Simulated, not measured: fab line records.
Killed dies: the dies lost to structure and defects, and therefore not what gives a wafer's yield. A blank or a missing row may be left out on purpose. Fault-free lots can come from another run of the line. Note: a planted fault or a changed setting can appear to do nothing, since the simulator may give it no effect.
Problem report in the 8D (eight disciplines) form, filled by code	flow berkeleyCmos170	the parts of the form that need people (team, actions taken, sign-off) are left out

1. PROBLEM STATEMENT
Wafers without a fault read 700.5 nm, standard deviation 1.4; cdNm at UCB170_M2_CD_MEAS_15 reads a mean of 765.3 nm on 6 wafers belonging to 2 lots. Measured from the usual mean, that is +46 standard deviations.
The step: target cd 700 nm.
Earliest sighting: wafer L633.2 on cdSem-01 at day 9 10:14. At this step, 42 wafers from 14 lots have a number in the record. Rule for "out" (also "out of limits"): further than 4 standard deviations from the usual mean. The rest of the wafers with a number are treated as sound.

2. WHAT IT IS, AND WHAT IT ISN'T
question	is	is not
which readings at this step	cdNm	-
which lots	L633, L635	L625, L626, L627, L628, L629, L631, L634, L636, L640, L643, L647, L648
which wafers of those lots	all that have a number	-
read on which gauges	cdSem-01	cdSem-02
when	from day 9 10:14	up to then (18 sound wafers); but 18 sound wafers of L634, L636, L640, L643, L647, L648 came after

3. SUSPECTS, AND WHAT RULES EACH OUT
Counting: a tool at any process step up to the reading remains a suspect when it ran all the lots that are out and ran no sound lot after the first of those.
- the gauge at UCB170_M2_CD_MEAS_15 is ruled out. All the wafers that are out were read on cdSem-01, but those of them that UCB170_M2_EXPOSE_12 has rows for are out there too, on other tools.
- rieDiel-04 at UCB170_V1_ETCH_14 (etches SiO2 in CHF3/CF4/Ar, stops on Al, target depth 1250 nm, time 291 s): kept. Every lot that is out went through it, starting with L633 (day 9 07:01), and after that it ran no sound lot; the last sound lot it ran before then is L631 (day 8 17:58).
- krfScanner-02 at UCB170_M2_EXPOSE_12 (exposes mask METAL2, target cd 700 nm): kept. Every lot that is out went through it, starting with L633 (day 9 09:30), and after that it ran no sound lot; the last sound lot it ran before then is L629 (day 8 20:10). Its own readings are out on those wafers: exposureDoseMJCm2.
Left after counting: rieDiel-04 at UCB170_V1_ETCH_14, krfScanner-02 at UCB170_M2_EXPOSE_12.

4. THE CAUSE (what the simulator had put in)
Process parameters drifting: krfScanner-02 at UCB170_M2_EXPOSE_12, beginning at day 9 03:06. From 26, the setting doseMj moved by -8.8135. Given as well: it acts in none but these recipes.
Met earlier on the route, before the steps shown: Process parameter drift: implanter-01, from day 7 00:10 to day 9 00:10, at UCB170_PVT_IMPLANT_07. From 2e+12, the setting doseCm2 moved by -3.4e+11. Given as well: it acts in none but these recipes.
Counting leaves 2 suspects; this tool is one of them.

5. SEQUENCE OF EFFECTS, ordered by route
One row per reading whose mean, taken over the struck wafers that have a number, lies over 3 standard deviations from the usual. Scope: only readings with a usual standard deviation given in the record; hours: median across lots of the time from each lot's start at the first step in this table that gives one to its start at this step; sigmas: change in usual standard deviations.
hours	step	reading	usual	on struck wafers	change	sigmas
0	UCB170_M2_EXPOSE_12	exposureDoseMJCm2	25.998	18.088	-7.910	-99 or more
1	UCB170_M2_CD_MEAS_15	cdNm	700.5 nm	765.3	+64.8	+46
It contains these process steps:
- UCB170_M2_EXPOSE_12: exposes mask METAL2, target cd 700 nm.
At these later measuring or inspecting steps, every struck wafer for which the step has a row has a number for every such reading, and none has moved that far: UCB170_V2_BOW_MEAS_03.

6. WHAT WOULD HAVE CAUGHT IT SOONER
Counted from the fault's start at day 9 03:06, it took 7 hours until the first out-of-limits reading at a measuring or inspecting step in this record, taken at day 9 10:14.
At UCB170_M2_EXPOSE_12, the tool's own readings (exposureDoseMJCm2) were out on each struck wafer the step has a row for, so an alarm limit on them would have fired on the first such wafer.
Of the lots that are out (2), L635 began UCB170_M2_EXPOSE_12 on krfScanner-02 after day 9 10:14. Holding the tool at that time would have saved it.
